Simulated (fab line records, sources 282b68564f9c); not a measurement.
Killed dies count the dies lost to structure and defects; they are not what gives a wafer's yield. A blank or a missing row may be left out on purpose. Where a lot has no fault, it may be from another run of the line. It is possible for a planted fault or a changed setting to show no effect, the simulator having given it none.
Struck lot and sound lot, side by side || flow rit_cmos || 27 steps out of a route of 202
Sound: the wafers L685.1, L685.3, L685.5. Struck: wafer L688.1 (L688.4, L688.6, from the same lot, were not struck and are left out); the cause is given at the end.
Order at every step that has rows: each side's tool, ch and its chambers, its first start. Under that, the readings that differ: sound wafers || struck wafers || difference of the means || sigmas: that difference in standard deviations of wafers without a fault.
alike: readings whose means differ by less than 2 such deviations, and words and numbers that are the same on both sides. not compared: withheld readings, readings that some wafer has no value for, bounds like >300 that may hide the same value, and numbers for which the record gives no deviation and whose values overlap.
A row with sigmas, a row that says differs or no value, or rows on one side alone: a step with any of these is where the two part. Numbers that have no deviation but don't overlap get no sigmas and don't part them. A reading that every wafer of one side lacks parts them only if that side has two wafers or more.

first, 1 step without rows for these wafers: RIT_ACTIVE_OXIDATION_01 (target thk 46.8 nm, ox time 3360 s).
RIT_ACTIVE_THK_MEAS_02:
  sound on film_metro-03, day 3 19:03; struck on film_metro-03, day 4 10:10
{"reading": "ACTIVE_OXIDE_THK (nm)", "sound": "47.0 47.6 46.8", "struck": 44.6, "difference": -2.5, "sigmas": -3}
then, 1 step without rows for these wafers: RIT_ACTIVE_CVD_03 (deposits Si3N4 from SiH2Cl2/NH3, target thk 150 nm, time 1500 s).
RIT_ACTIVE_THK_MEAS_04:
  sound on film_metro-04, day 3 21:14; struck on film_metro-04, day 4 11:39
  alike: ACTIVE_NITRIDE_THK
then, 6 steps without rows for these wafers: RIT_ACTIVE_HMDS_05 (prime time 60 s); RIT_ACTIVE_COAT_06 (resist thk 1000 nm); RIT_ACTIVE_SOFTBAKE_07 (time 60 s); RIT_ACTIVE_EXPOSE_08 (exposes mask M1, target cd 1400 nm); RIT_ACTIVE_PEB_09; RIT_ACTIVE_DEVELOP_10 (develop time 50 s).
RIT_ACTIVE_CD_MEAS_11: the cd target is 1400 nm.
  sound on cd_sem-02, day 3 22:16; struck on cd_sem-02, day 4 12:34
  alike: cd_nm
then, 1 step without rows for these wafers: RIT_ACTIVE_HARDBAKE_12 (time 60 s).
RIT_ACTIVE_ETCH_13: etches Si3N4 in SF6, stops on SiO2, time 210 s, target depth 210 nm.
  sound on rie_diel-02 ch 0,1, day 3 22:32; struck on rie_diel-02 ch 1, day 4 12:50
{"reading": "over_etch_frac", "sound": "0.4 0.4 0.4", "struck": 0.42848, "difference": "+0.02848", "sigmas": ""}
{"reading": "model.SiO2_of_ACTIVE_OXIDATION_01.thk_nm (nm)", "sound": "46.54 47.62 46.4", "struck": 42.74, "difference": -4.11, "sigmas": ""}
  alike: chamber_pressure_mTorr, drypump_motor_current_A, oes_product_au, throttle_valve_pct
  not compared: rf_hours_counter_h
RIT_ACTIVE_STRIP_14: strips in O2, time 180 s.
  sound on plasma_asher-04 ch 1, day 3 22:41; struck on plasma_asher-03 ch 1, day 4 12:58
  alike: chamber_pressure_mTorr, drypump_motor_current_A, rf_refl_power_W
  not compared: rf_hours_counter_h
RIT_ACTIVE_CD_MEAS_90: the cd target is 1400 nm.
  sound on cd_sem-01, day 3 22:51; struck on cd_sem-02, day 4 13:08
  alike: cd_nm
then, 4 steps without rows for these wafers: RIT_ACTIVE_CLEAN_15 (cleans in SC1, time 600 s); RIT_ACTIVE_CLEAN_16 (cleans in dHF, time 30 s); RIT_ACTIVE_CLEAN_17 (cleans in SC2, time 600 s); RIT_FOX1_OXIDATION_00 (target thk 350.7 nm, ox time 1130 s).
RIT_FOX1_THK_MEAS_01:
  sound on film_metro-01, day 4 00:40; struck on film_metro-01, day 4 15:23
  alike: FOX1_OXIDE_THK
then, 2 steps without rows for these wafers: RIT_FOX1_WET_ETCH_02 (etches SiO2 in BOE, target depth 350 nm, time 390 s); RIT_FOX2_OXIDATION_00 (target thk 350.7 nm, ox time 1130 s).
RIT_FOX2_THK_MEAS_01:
  sound on film_metro-03, day 4 02:11; struck on film_metro-03, day 4 21:30
{"reading": "FOX2_OXIDE_THK (nm)", "sound": "343 340 338", "struck": 357, "difference": "+17", "sigmas": "+2"}
then, 1 step without rows for these wafers: RIT_FOX2_CLEAN_02 (cleans in dHF, time 180 s).
RIT_FOX2_WET_ETCH_03: etches Si3N4 in H3PO4, target depth 195 nm, time 2700 s.
  sound on wet_bench-01 ch 3, day 4 02:19; struck on wet_bench-04 ch 1, day 4 21:37
{"reading": "model.SiO2_of_ACTIVE_OXIDATION_01.thk_nm (nm)", "sound": "41.25 42.24 41.16", "struck": 38, "difference": -4, "sigmas": ""}
RIT_FOX2_THK_MEAS_90:
  sound on film_metro-03, day 4 03:09; struck on film_metro-03, day 4 22:27
{"reading": "FIELD_OXIDE_LEFT_1_THK (nm)", "sound": "316 313 310", "struck": 330, "difference": "+17", "sigmas": "+2"}
RIT_M1_PROBE_99:
  sound on prober-02, day 5 22:26; struck on prober-02, day 6 17:34
  alike: killed_at_front_end, killed_dies, killed_open, killed_short

## WHERE THEY PART
Last at RIT_FOX2_THK_MEAS_90 as far as this record goes, first at RIT_ACTIVE_THK_MEAS_02. Later steps at which nothing parts them and some readings are alike: RIT_M1_PROBE_99.

WHY: the cause the simulator had injected
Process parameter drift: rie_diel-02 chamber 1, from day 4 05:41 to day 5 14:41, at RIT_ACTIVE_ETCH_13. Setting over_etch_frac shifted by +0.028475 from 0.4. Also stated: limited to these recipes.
